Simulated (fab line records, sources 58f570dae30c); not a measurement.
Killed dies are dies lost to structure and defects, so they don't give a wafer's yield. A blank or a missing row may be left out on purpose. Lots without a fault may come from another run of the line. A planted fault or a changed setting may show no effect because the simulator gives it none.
Tool commonality check | flow berkeley_cmos170 | 14 lots, 48 wafers sampled

WHY IT WAS OPENED
At UCB170_SDANNEAL_RS_MEAS_04 the reading PLDD_RS is flagged on 2 of 14 lots. Wafers without a fault read 1031.9 ohm/sq, standard deviation 2.4.
Rule: a lot is flagged when every wafer of it that has a number lies more than 4 standard deviations from that mean, or none has a number. The other lots count as sound.

lot  | measured     | on            | PLDD_RS (ohm/sq), wafer by wafer    | flag
L163 | day 8 06:24  | film_metro-04 | 1031.9 1031.3 1029.9                |
L164 | day 8 18:38  | film_metro-04 | 1030.8 1029.4 1031.1                |
L165 | day 8 19:24  | film_metro-04 | 1033.4 1034.5 1032.8                |
L167 | day 8 19:50  | film_metro-03 | 1034.8 1033.8 1034.1                |
L166 | day 8 20:16  | film_metro-02 | 1035.0 1033.2 1032.6                |
L172 | day 10 05:04 | film_metro-03 | 1034.1 1033.1 1029.2                |
L175 | day 10 15:20 | film_metro-02 | 940.9 943.4 939.4 940.0 944.9 941.7 | FLAGGED
L174 | day 10 15:31 | film_metro-03 | 936.7 936.0 942.1 938.2 937.3 939.6 | FLAGGED
L179 | day 11 03:11 | film_metro-02 | 1033.4 1032.0 1035.5                |
L178 | day 11 03:41 | film_metro-02 | 1030.4 1030.4 1030.4                |
L184 | day 12 07:20 | film_metro-02 | 1035.6 1035.1 1034.9                |
L182 | day 12 07:32 | film_metro-03 | 1029.5 1032.6 1034.1                |
L185 | day 12 16:47 | film_metro-03 | 1036.0 1031.7 1033.5                |
L186 | day 12 17:19 | film_metro-04 | 1026.4 1029.4 1029.7                |
The numbers of the flagged lots are 940.0 ohm/sq on average: -91.9 ohm/sq against the usual, or -38 standard deviations.

WHICH TOOL RAN EACH LOT
The record holds 1 process step before the reading, out of a route of 331 steps. In each cell: the tool, then ch and the chambers that the sampled wafers went through, then the start.
lot  | flag    | UCB170_SPACER_ANNEAL_02
L163 |         | furnace-02 ch 0, day 7 21:57
L164 |         | furnace-02 ch 0, day 8 12:49
L165 |         | furnace-02 ch 0, day 8 12:49
L167 |         | furnace-02 ch 0, day 8 12:49
L166 |         | furnace-02 ch 0, day 8 12:49
L172 |         | furnace-01 ch 0, day 9 21:25
L175 | FLAGGED | furnace-02 ch 0, day 10 04:43
L174 | FLAGGED | furnace-02 ch 0, day 10 04:43
L179 |         | furnace-01 ch 0, day 10 20:46
L178 |         | furnace-01 ch 0, day 10 20:46
L184 |         | furnace-01 ch 0, day 12 00:29
L182 |         | furnace-01 ch 0, day 12 00:29
L185 |         | furnace-01 ch 0, day 12 10:26
L186 |         | furnace-01 ch 0, day 12 10:26
What these steps do:
- UCB170_SPACER_ANNEAL_02: time 1800 s.
- UCB170_SDANNEAL_RS_MEAS_04: measures by four-point-probe.

FLAGGED OVER TOTAL, TOOL BY TOOL (the gauges that took the reading come last)
step                       | tool          | lots run | flagged | share of the flagged lots | sound lots run after its first flagged lot
UCB170_SPACER_ANNEAL_02    | furnace-01    | 7        | 0       | none                      | -
UCB170_SPACER_ANNEAL_02    | furnace-02    | 7        | 2       | all                       | 0
UCB170_SDANNEAL_RS_MEAS_04 | film_metro-02 | 5        | 1       | some                      | 3 (L179,L178,L184)
UCB170_SDANNEAL_RS_MEAS_04 | film_metro-03 | 5        | 1       | some                      | 2 (L182,L185)
UCB170_SDANNEAL_RS_MEAS_04 | film_metro-04 | 4        | 0       | none                      | -

WHAT THE TABLE ALLOWS
1 row of the table ran every flagged lot: furnace-02 at UCB170_SPACER_ANNEAL_02.
- furnace-02 at UCB170_SPACER_ANNEAL_02: 2 of its 7 lots flagged. Its last sound lot is L164 (day 8 12:49), its first flagged lot L174 (day 10 04:43): a fault that began between those two fits. Its own readings lie more than 4 standard deviations out on every wafer of the flagged lots: spike_tc_centre_C, spike_tc_load_C, spike_tc_source_C, tube_center_temp_C, tube_center_temp_C_max, zone_power_load_pct.
One tool is left: furnace-02 at UCB170_SPACER_ANNEAL_02.

WHAT THE SIMULATOR HAD PUT IN
Process parameter drift: furnace-02, from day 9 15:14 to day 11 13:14, at UCB170_SPACER_ANNEAL_02. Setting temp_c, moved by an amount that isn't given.
Lots struck among those shown: L175, L174. The rule above found the same.
